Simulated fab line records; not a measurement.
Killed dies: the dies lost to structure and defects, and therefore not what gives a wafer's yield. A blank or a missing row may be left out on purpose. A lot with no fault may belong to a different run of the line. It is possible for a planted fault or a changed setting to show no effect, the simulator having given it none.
Split-lot study | flow berkeley cmos170 | 5 lots, 23 wafers read, on a route of 331 steps

## ON THE SPLIT
At UCB170_NLDD_PEB_04, the setting peb temp c was moved away from the recipe's 130 C on 11 of the 23 wafers read, by -2.4% to +2.2%. All remaining wafers had this setting at the recipe value.

## FROM THE SPLIT ON TO THE READING: in between, the file shows 1 step
- UCB170_NLDD_DEVELOP_05: develop time 45 s

## THE READING
cd nm, in nm, at UCB170_NLDD_CD_MEAS_06 (target cd 1200 nm). Fault-free wafers of this fab line usually give 1200.0 nm, standard deviation 1 nm.

wafer  | tool, chamber at the split | peb temp c as run, C | against the recipe | cd nm, nm | against lot-mates on the recipe
L075.1 | litho track-02, 0          | 130                  | recipe             | 1198.4    | -
L075.2 | litho track-02, 0          | 132                  | +1.5%              | 1210.9    | +11.9
L075.3 | litho track-02, 0          | 130                  | recipe             | 1199.7    | -
L075.4 | litho track-02, 0          | 132                  | +1.5%              | 1210.8    | +11.8
L075.5 | litho track-02, 0          | 130                  | recipe             | 1198.9    | -
L076.1 | litho track-01, 0          | 130                  | recipe             | 1200.1    | -
L076.2 | litho track-01, 0          | 128.3                | -1.3%              | 1189.2    | -11.4
L076.3 | litho track-01, 0          | 128.3                | -1.3%              | 1188.7    | -11.9
L076.4 | litho track-01, 0          | 128.3                | -1.3%              | 1187.8    | -12.8
L076.6 | litho track-01, 0          | 130                  | recipe             | 1201.1    | -
L079.1 | litho track-01, 0          | 126.9                | -2.4%              | 1176.1    | -23.6
L079.2 | litho track-01, 0          | 126.9                | -2.4%              | 1175.2    | -24.5
L079.4 | litho track-01, 0          | 130                  | recipe             | 1199.3    | -
L079.5 | litho track-01, 0          | 130                  | recipe             | 1200.0    | -
L079.6 | litho track-01, 0          | 126.9                | -2.4%              | 1175.2    | -24.5
L078.2 | litho track-04, 0          | 130                  | recipe             | 1199.3    | -
L078.4 | litho track-04, 0          | 130                  | recipe             | 1199.6    | -
L078.5 | litho track-04, 0          | 130                  | recipe             | 1199.9    | -
L082.1 | litho track-02, 0          | 130                  | recipe             | 1199.7    | -
L082.2 | litho track-02, 0          | 132.9                | +2.2%              | 1215.7    | +15.4
L082.3 | litho track-02, 0          | 132.9                | +2.2%              | 1217.0    | +16.7
L082.4 | litho track-02, 0          | 132.9                | +2.2%              | 1217.7    | +17.4
L082.6 | litho track-02, 0          | 130                  | recipe             | 1200.9    | -

THE FIT
A straight line over all 23 wafers: cd nm changes by +8.71 nm for each +1% of peb temp c; r = +0.99; the points scatter about the line by 1.6 nm.
The same after taking each lot's own level away (the mean of its wafers on the recipe; 23 wafers): +8.73 nm for each +1%; r = +0.99; scatter 1.5 nm.
Per that fit: largest peb temp c move, reading shift of 21 nm.
Across the lots, their own levels run from 1199.00 to 1200.60 nm, a range of 1.6 times the standard deviation given above.
Consequently the slope shifts little with the lot-to-lot level, the two slopes agreeing.
Check: for one of the wafers moved furthest among these (-2.4%), held out of the fit, the line's prediction against its lot-mates is -21.5 nm. It came out at -23.6 nm against them.

## ADDITIONAL SPLITS CARRIED BY THESE WAFERS
Other splits were also applied to these wafers ahead of the reading. Each is held against what the fit with the lots' levels taken away leaves over:
other split on the same wafers      | wafers away from the commonest value | r with cd nm (lot level and that fit taken away)
UCB170_PWELL_CVD_05 temp c          | 18                                   | +0.20
UCB170_PWELL_IMPLANT_15 energy kev  | 9                                    | +0.38
UCB170_ACTIVE_OXIDATION_02 temp c   | 18                                   | +0.18
UCB170_ACTIVE_EXPOSE_10 dose mj     | 8                                    | -0.31
UCB170_SCREENOX_OXIDATION_01 temp c | 15                                   | -0.16
UCB170_NVT_IMPLANT_07 dose cm2      | 10                                   | -0.16
UCB170_PLDD_IMPLANT_09 dose cm2     | 9                                    | -0.32

## FILE'S OWN FIT
cd nm changes by +8.7 nm for each +1% of peb temp c, r = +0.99.
